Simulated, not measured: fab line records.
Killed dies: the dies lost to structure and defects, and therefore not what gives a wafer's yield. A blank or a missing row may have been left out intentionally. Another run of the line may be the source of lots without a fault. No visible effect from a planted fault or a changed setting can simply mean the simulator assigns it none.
fab line records    flow ritCmos
record lots=6  wafers=18  lastDay=7
route steps=202 shown SILICIDE@167 CONTACT@168 M1@202
lots with no fault: from the same line, run without faults
startH: hours from the record's first day to the start of the lot's first wafer shown    waitH: how many hours have passed since the lot's step before this one    " identical to the entry in the row above    L1.1+2: one row covering several wafers at once    - either no value or no given start    * or withheld: withheld    < > ~ a bound
route shown NAME@n: names a module that has steps shown in the file, with the first one's number in the route    usual: mean/standard deviation taken from wafers without a fault    same: alike in all rows    chamber/n: place in a boat    sites: per-site readings    _std_site: standard deviation of those values    _edge_site: mean of outer sites minus mean of inner sites    radiusMm: for every site, how far away it sits from the centre of the wafer    mask NAME#n: copy n    behind: the last tool/chamber to shape the wafer    hold: why the lot was held/for how many hours/how that ended    device: names the non-switching transistor (n, p or np)    end of line: the tests these same wafers got at the end of their route    a step given without rows: its recipe and nothing more    killed: count of dies lost to structure and defects at first sort (not the wafer's yield)    map: shows each die of a wafer: x if killed, . if not, _ if none is there
set.NAME: the run value of the setting; set.NAME@STEP: its run value at that earlier step    model.NAME: the simulator's own value behind a step, which no gauge read
certain route steps with their lots: each step a table, each wafer a row
services: from which hour (startH, from the record's first day; less than 0 if before it) a tool's chamber was out of use, for how many hours, and why
## steps
# step RIT_SILICIDE_RTA_06
# recipe tempC=750  timeS=10  idleTempC=25  rampUpS=5  rampDownS=10  coolToC=25  ambient=N2
# usual wafer_temp_C_max=753.7/0.82
lot.wafer  tool          chamber  startH  waitH  wafer_temp_C_max
L700.2     rtpAnneal-01  0        69.74   0.0    752.9
L700.3     "             0        "       "      752.7
L700.5     "             0        "       "      753.5
L701.2     rtpAnneal-02  0        71.75   0.0    755.6
L701.5     "             0        "       "      753.2
L701.6     "             0        "       "      753.9
L709.1     rtpAnneal-02  0        112.13  0.0    753.2
L709.3     "             0        "       "      753.3
L709.6     "             0        "       "      756.0
L712.3     rtpAnneal-01  0        124.97  0.0    753.8
L712.5     "             0        "       "      754.2
L712.6     "             0        "       "      754.8
L713.2     rtpAnneal-02  0        129.65  0.0    752.8
L713.4     "             0        "       "      754.6
L713.6     "             0        "       "      752.0
L717.1     rtpAnneal-02  0        150.93  0.0    754.0
L717.4     "             0        "       "      752.8
L717.5     "             0        "       "      754.8
# step RIT_CONTACT_CVD_00
# recipe material=SiO2  targetThkNm=400  precursor=TEOS  tempC=390  timeS=61  rfW=400
# usual heaterPowerW=311/43
lot.wafer  tool      chamber  startH  waitH  heaterPowerW
L700.2     pecvd-03  2        69.80   0.0    249
L700.3     "         1        "       "      269
L700.5     "         2        "       "      259
L701.2     pecvd-02  0        71.80   0.0    269
L701.5     "         0        "       "      282
L701.6     "         1        "       "      339
L709.1     pecvd-03  2        112.19  0.1    227
L709.3     "         1        "       "      308
L709.6     "         1        "       "      311
L712.3     pecvd-03  1        125.02  0.0    280
L712.5     "         2        "       "      192
L712.6     "         1        "       "      285
L713.2     pecvd-02  1        129.71  0.0    336
L713.4     "         1        "       "      354
L713.6     "         0        "       "      306
L717.1     pecvd-01  0        151.00  0.1    295
L717.4     "         1        "       "      368
L717.5     "         2        "       "      337
# step RIT_CONTACT_THK_MEAS_01
# recipe reads=SiO2_of_CONTACT_CVD_00
# usual CONTACT_TEOS_THK=400/5.6
lot.wafer  tool          chamber  startH  waitH  CONTACT_TEOS_THK[nm]
L700.2     filmMetro-03  -        69.88   0.1    395
L700.3     "             -        "       "      404
L700.5     "             -        "       "      405
L701.2     filmMetro-02  -        71.86   0.0    395
L701.5     "             -        "       "      404
L701.6     "             -        "       "      407
L709.1     filmMetro-03  -        112.24  0.0    400
L709.3     "             -        "       "      402
L709.6     "             -        "       "      403
L712.3     filmMetro-03  -        125.09  0.0    397
L712.5     "             -        "       "      404
L712.6     "             -        "       "      409
L713.2     filmMetro-02  -        129.77  0.0    399
L713.4     "             -        "       "      408
L713.6     "             -        "       "      397
L717.1     filmMetro-04  -        151.05  0.0    396
L717.4     "             -        "       "      398
L717.5     "             -        "       "      403
# step RIT_CONTACT_HMDS_02
# recipe primeTimeS=60  primeTempC=140
# step RIT_CONTACT_COAT_03
# recipe resist=NOVOLAK  spinRpm=3250  resistThkNm=1000
# step RIT_CONTACT_SOFTBAKE_04
# recipe resist=NOVOLAK  tempC=90  timeS=60
# step RIT_CONTACT_EXPOSE_05
# recipe maskId=M11  na=0.6  sourceShape=conventional  sigmaOuter=0.5  targetCdNm=1000  doseMj=250
# step RIT_CONTACT_PEB_06
# recipe resist=NOVOLAK  tempC=withheld  timeS=withheld
# step RIT_CONTACT_DEVELOP_07
# recipe resist=NOVOLAK  developTimeS=120  devTempC=23
# step RIT_CONTACT_CD_MEAS_08
# recipe targetCdNm=1000
# usual cdNm=1000.4/1.9
lot.wafer  tool      chamber  startH  waitH  cdNm
L700.2     cdSem-02  -        70.92   -      1004.0
L700.3     "         -        "       "      1002.5
L700.5     "         -        "       "      1001.9
L701.2     cdSem-02  -        72.90   -      998.4
L701.5     "         -        "       "      998.2
L701.6     "         -        "       "      997.6
L709.1     cdSem-01  -        113.27  -      1002.5
L709.3     "         -        "       "      1000.0
L709.6     "         -        "       "      1000.9
L712.3     cdSem-02  -        126.26  -      997.4
L712.5     "         -        "       "      996.7
L712.6     "         -        "       "      997.7
L713.2     cdSem-02  -        130.93  -      998.3
L713.4     "         -        "       "      1000.2
L713.6     "         -        "       "      998.0
L717.1     cdSem-02  -        152.32  -      1000.4
L717.4     "         -        "       "      1001.7
L717.5     "         -        "       "      1000.4
# step RIT_CONTACT_OVL_MEAS_09
# usual CONTACT_OVL=0.5/1.3
lot.wafer  tool        chamber  startH  waitH  CONTACT_OVL[nm]
L700.2     overlay-02  -        71.03   0.1    1.6
L700.3     "           -        "       "      2.8
L700.5     "           -        "       "      2.2
L701.2     overlay-02  -        73.00   0.1    0.9
L701.5     "           -        "       "      0.5
L701.6     "           -        "       "      1.6
L709.1     overlay-02  -        113.39  0.1    0.2
L709.3     "           -        "       "      0.9
L709.6     "           -        "       "      -0.5
L712.3     overlay-01  -        126.35  0.1    -0.3
L712.5     "           -        "       "      0.3
L712.6     "           -        "       "      -0.8
L713.2     overlay-01  -        131.03  0.1    -0.8
L713.4     "           -        "       "      -1.6
L713.6     "           -        "       "      -1.2
L717.1     overlay-02  -        152.44  0.1    0.2
L717.4     "           -        "       "      -0.3
L717.5     "           -        "       "      -1.1
# step RIT_CONTACT_HARDBAKE_10
# recipe resist=NOVOLAK  tempC=140  timeS=60
# step RIT_CONTACT_ETCH_11
# recipe targetDepthA=4800  overEtchFrac=0.2  stopOn=TiSi2  chemistry=CHF3/CF4/Ar  target=SiO2  CHF3_flow_sccm=50  cf4FlowSccm=10  Ar_flow_sccm=100  O2_flow_sccm=5  pressureMtorr=100  rfW=200  timeS=320
# usual drypumpMotorCurrentA=5.8/0.45  oesProductAu=0.985/0.018  throttleValvePct=8.90/0.11
lot.wafer  tool        chamber  startH  waitH  drypumpMotorCurrentA  oesProductAu  rfHoursCounterH  throttleValvePct  model.NOVOLAK_of_CONTACT_COAT_03.thkNm
L700.2     rieDiel-04  1        71.21   0.1    5.9                   1.001         4                8.95              767.7
L700.3     "           0        "       "      5.9                   0.975         6                9.02              769.9
L700.5     "           0        "       "      5.9                   0.981         -                9.02              767.1
L701.2     rieDiel-03  3        73.18   0.1    5.8                   0.960         96               8.77              770.3
L701.5     "           2        "       "      5.6                   1.017         -                9.00              770.8
L701.6     "           1        "       "      6.7                   0.982         -                8.87              771.1
L709.1     rieDiel-04  2        113.58  0.1    6.0                   0.985         14               8.93              695.2
L709.3     "           0        "       "      5.9                   0.979         7                9.03              691.7
L709.6     "           0        "       "      6.0                   0.985         -                9.01              694.5
L712.3     rieDiel-04  3        126.52  0.1    5.6                   0.997         16               8.96              688.9
L712.5     "           3        "       "      5.5                   0.992         -                8.96              688.8
L712.6     "           0        "       "      6.0                   0.985         -                9.03              690
L713.2     rieDiel-01  1        131.21  0.1    5.9                   1.013         110              8.99              769.6
L713.4     "           0        "       "      4.9                   1.002         136              8.85              770.5
L713.6     "           1        "       "      5.9                   1.012         -                9.00              769.5
L717.1     rieDiel-03  1        152.62  0.1    6.6                   0.972         8                8.88              770.3
L717.4     "           0        "       "      6.4                   0.993         87               8.92              770.7
L717.5     "           1        "       "      6.7                   0.974         -                8.86              771.8
# step RIT_CONTACT_STRIP_12
# recipe chemistry=O2  timeS=180  resist=NOVOLAK  platenTempC=withheld  powerW=500  pressureMtorr=4000  o2FlowSccm=4000
# usual drypumpMotorCurrentA=5.4/0.53  rfReflPowerW=6.1/1.5
lot.wafer  tool            chamber  startH  waitH  drypumpMotorCurrentA  rfHoursCounterH  rfReflPowerW
L700.2     plasmaAsher-03  1        71.40   0.1    4.8                   45               8.3
L700.3     "               0        "       "      5.8                   -                4.9
L700.5     "               0        "       "      5.8                   -                5.1
L701.2     plasmaAsher-03  1        73.38   0.1    4.8                   45               8.6
L701.5     "               0        "       "      5.8                   -                4.8
L701.6     "               1        "       "      4.8                   -                8.6
L709.1     plasmaAsher-01  0        113.77  0.1    5.4                   49               6.4
L709.3     "               1        "       "      6.1                   -                5.4
L709.6     "               0        "       "      5.4                   -                6.4
L712.3     plasmaAsher-02  1        126.78  0.2    4.9                   -                5.8
L712.5     "               0        "       "      6.1                   -                4.3
L712.6     "               1        "       "      4.9                   -                5.9
L713.2     plasmaAsher-02  0        131.41  0.1    6.1                   33               4.4
L713.4     "               0        "       "      6.1                   -                4.7
L713.6     "               1        "       "      4.9                   -                5.7
L717.1     plasmaAsher-03  1        152.82  0.1    4.8                   53               8.4
L717.4     "               1        "       "      4.8                   -                8.5
L717.5     "               1        "       "      4.8                   -                8.6
# step RIT_M1_PROBE_99
# usual killedAtContacts=0.1/0.32  killedAtFrontEnd=7/3  killedDies=7/3  killedOnRim=1.8/1.4  killedOpen=3.4/2.2  killedShort=3.3/1.8
# same grossDies=264  killed_at_M0_to_M3=0  killed_at_M4_up=0  killedAtBackSide=0  killedAtOther=0
lot.wafer  tool       chamber  startH  waitH  killedAtContacts  killedAtFrontEnd  killedDies  killedOnRim  killedOpen  killedShort  model.etest.nmos_0p15.junctionLog10AUm  model.etest.nmosNarrow.offLog10AUm  model.etest.gateEndArray.leakLog10AUm  model.etest.nmos_0p3.offLog10AUm  model.etest.pmos_0p15.junctionLog10AUm  model.etest.contactDiodeArray.leakLog10A  model.etest.selectEdgeDiodeN.leakLog10A  model.etest.pmos_0p3.offLog10AUm
L700.2     prober-02  -        76.34   0.1    0                 5                 5           3            3           2            -13.59                                  -13.26                              -12.82                                 -12.97                            -13.71                                  -9.526                                    -9.924                                   -12.87
L700.3     prober-02  -        76.39   0.2    0                 3                 3           1            0           3            -13.58                                  -13.18                              -12.95                                 -13.14                            -13.83                                  -9.341                                    -9.55                                    -12.89
L700.5     prober-02  -        76.49   0.2    1                 3                 4           2            1           3            -13.71                                  -13.26                              -12.93                                 -13.12                            -13.85                                  -9.27                                     -9.918                                   -12.97
L701.2     prober-01  -        78.24   0.1    0                 8                 8           1            4           4            -13.52                                  -13.14                              -12.99                                 -13.19                            -13.76                                  -9.549                                    -9.882                                   -12.69
L701.5     prober-01  -        78.39   0.2    0                 4                 4           1            2           2            -13.78                                  -13.34                              -13.09                                 -13.18                            -13.71                                  -9.499                                    -9.794                                   -12.85
L701.6     prober-01  -        78.44   0.2    0                 7                 7           1            1           6            -13.52                                  -13.2                               -12.8                                  -12.97                            -13.78                                  -9.458                                    -9.856                                   -12.77
L709.1     prober-01  -        119.51  0.1    0                 9                 9           3            6           3            -7.859                                  -7.859                              -7.713                                 -7.859                            -8.858                                  -4.53                                     -5.848                                   -8.858
L709.3     prober-01  -        119.61  0.2    0                 10                10          2            7           3            -7.729                                  -7.729                              -7.455                                 -7.729                            -8.729                                  -4.374                                    -5.697                                   -8.729
L709.6     prober-01  -        119.76  0.2    0                 9                 9           3            4           5            -8.012                                  -8.012                              -7.827                                 -8.012                            -9.012                                  -4.651                                    -6.034                                   -9.012
L712.3     prober-02  -        131.83  0.2    0                 3                 3           1            2           1            -7.571                                  -7.571                              -7.306                                 -7.571                            -8.571                                  -4.279                                    -5.327                                   -8.571
L712.5     prober-02  -        131.93  0.2    0                 7                 7           3            4           3            -8.062                                  -8.062                              -7.853                                 -8.062                            -9.062                                  -4.821                                    -6.04                                    -9.062
L712.6     prober-02  -        131.98  0.2    0                 4                 4           0            3           1            -7.924                                  -7.924                              -7.79                                  -7.924                            -8.924                                  -4.682                                    -5.882                                   -8.924
L713.2     prober-01  -        136.12  0.1    0                 6                 6           3            4           2            -13.54                                  -13.28                              -12.91                                 -12.99                            -13.65                                  -9.381                                    -9.909                                   -12.85
L713.4     prober-01  -        136.22  0.2    0                 6                 6           1            3           3            -13.38                                  -13.33                              -12.75                                 -12.86                            -13.71                                  -9.699                                    -9.879                                   -12.94
L713.6     prober-01  -        136.32  0.2    0                 6                 6           2            3           3            -13.61                                  -12.97                              -12.84                                 -13                               -13.88                                  -9.265                                    -9.594                                   -12.92
L717.1     prober-01  -        158.59  0.1    0                 5                 5           4            1           4            -13.41                                  -13.18                              -13.04                                 -13.22                            -13.76                                  -9.656                                    -9.99                                    -13.01
L717.4     prober-01  -        158.74  0.2    0                 15                15          3            7           8            -13.47                                  -13.21                              -12.97                                 -13.02                            -13.75                                  -9.381                                    -9.765                                   -12.88
L717.5     prober-01  -        158.79  0.2    1                 11                12          5            5           7            -13.56                                  -13.36                              -12.75                                 -12.97                            -13.73                                  -9.325                                    -9.495                                   -13.05
# killed by level:class
L700.2 FOX1:geometricParticle:short=1 GATE:geometricParticle:open=1 REOX:geometricParticle:short=1 SPACER:geometricParticle:open=1 SILICIDE:geometricParticle:open=1
L700.3 FOX1:geometricParticle:short=1 GATE:geometricParticle:short=1 SPACER:geometricParticle:short=1
L700.5 FOX2:geometricParticle:short=1 GATE:geometricParticle:short=1 SPACER:geometricParticle:short=1 CONTACT:geometricParticle:open=1
L701.2 SILICIDE:geometricParticle:short=2 SILICIDE:geometricParticle:open=2 FOX1:geometricParticle:open=1 FOX1:geometricParticle:short=1 GATE:geometricParticle:short=1 GATE:geometricParticle:open=1
L701.5 ACTIVE:geometricParticle:open=1 FOX2:geometricParticle:open=1 GATE:geometricParticle:short=1 REOX:geometricParticle:short=1
L701.6 SILICIDE:geometricParticle:short=3 GATE:geometricParticle:short=2 SPACER:geometricParticle:short=1 SILICIDE:geometricParticle:open=1
L709.1 FOX2:geometricParticle:open=3 GATE:geometricParticle:short=3 GATE:geometricParticle:open=2 FOX1:geometricParticle:open=1
L709.3 FOX2:geometricParticle:open=3 SILICIDE:geometricParticle:open=2 FOX1:geometricParticle:short=1 FOX2:geometricParticle:short=1 GATE:geometricParticle:open=1 GATE:geometricParticle:short=1 SPACER:geometricParticle:open=1
L709.6 GATE:geometricParticle:short=4 SILICIDE:geometricParticle:open=2 REOX:geometricParticle:short=1 FOX1:geometricParticle:open=1 GATE:geometricParticle:open=1
L712.3 GATE:geometricParticle:open=1 SPACER:geometricParticle:short=1 SILICIDE:geometricParticle:open=1
L712.5 REOX:geometricParticle:open=2 FOX1:geometricParticle:short=1 FOX1:geometricParticle:open=1 FOX2:geometricParticle:short=1 SPACER:geometricParticle:open=1 SPACER:geometricParticle:short=1
L712.6 GATE:geometricParticle:open=2 GATE:geometricParticle:short=1 REOX:geometricParticle:open=1
L713.2 SILICIDE:geometricParticle:open=2 SPACER:geometricParticle:short=1 GATE:geometricParticle:open=1 REOX:geometricParticle:open=1 SILICIDE:geometricParticle:short=1
L713.4 GATE:geometricParticle:open=2 GATE:geometricParticle:short=2 SILICIDE:geometricParticle:open=1 SILICIDE:geometricParticle:short=1
L713.6 FOX1:geometricParticle:short=1 FOX1:geometricParticle:open=1 GATE:geometricParticle:open=1 SPACER:geometricParticle:open=1 SPACER:geometricParticle:short=1 SILICIDE:geometricParticle:short=1
L717.1 FOX1:geometricParticle:short=2 GATE:geometricParticle:short=2 REOX:geometricParticle:open=1
L717.4 FOX1:geometricParticle:short=4 FOX1:geometricParticle:open=3 SILICIDE:geometricParticle:short=2 SILICIDE:geometricParticle:open=2 FOX2:geometricParticle:open=1 GATE:geometricParticle:open=1 GATE:geometricParticle:short=1 REOX:geometricParticle:short=1
L717.5 SILICIDE:geometricParticle:short=3 FOX2:geometricParticle:open=2 FOX1:geometricParticle:open=1 FOX2:geometricParticle:short=1 GATE:geometricParticle:open=1 GATE:geometricParticle:short=1 SPACER:geometricParticle:open=1 SPACER:geometricParticle:short=1
## services
tool            chamber  startH  hours  kind
pecvd-03        0        60.97   11.9   repair
rieDiel-04      -        91.05   0.8    repair
rieDiel-04      1        138.73  7.1    repair
plasmaAsher-01  -        141.83  6.1    repair
plasmaAsher-01  -        142.26  2.1    repair
plasmaAsher-03  -        145.22  4.3    pm
## key
firstSign none at tools or gauges
modelEffect step=RIT_CONTACT_ETCH_11  value=NOVOLAK_of_CONTACT_COAT_03.thkNm  without=770  struck=691.5
modelEffect step=RIT_M1_PROBE_99  value=etest.nmos_0p15.junctionLog10AUm  without=-13.53  struck=-7.86
metAt RIT_CONTACT_ETCH_11
struckWafers L709.1,L709.3,L709.6,L712.3,L712.5,L712.6
testerLeftOut L709,L712
onsetBetween 71.21 113.58
alsoFits RIT_CONTACT_CVD_00:pecvd-03
fault kind=processParameterDrift  tool=rieDiel-04  chamber=-  onsetH=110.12  steps=RIT_CONTACT_ETCH_11  channel=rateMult  offset=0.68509  shape=step  endH=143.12
# testerLeftOut: of these lots the tester's yield and bins aren't shown, on N5 and GAA mostly nor the transistor test; their killed dies are dies lost to structure and defects alone, not to doping, threshold or leakage, so they don't give the yield
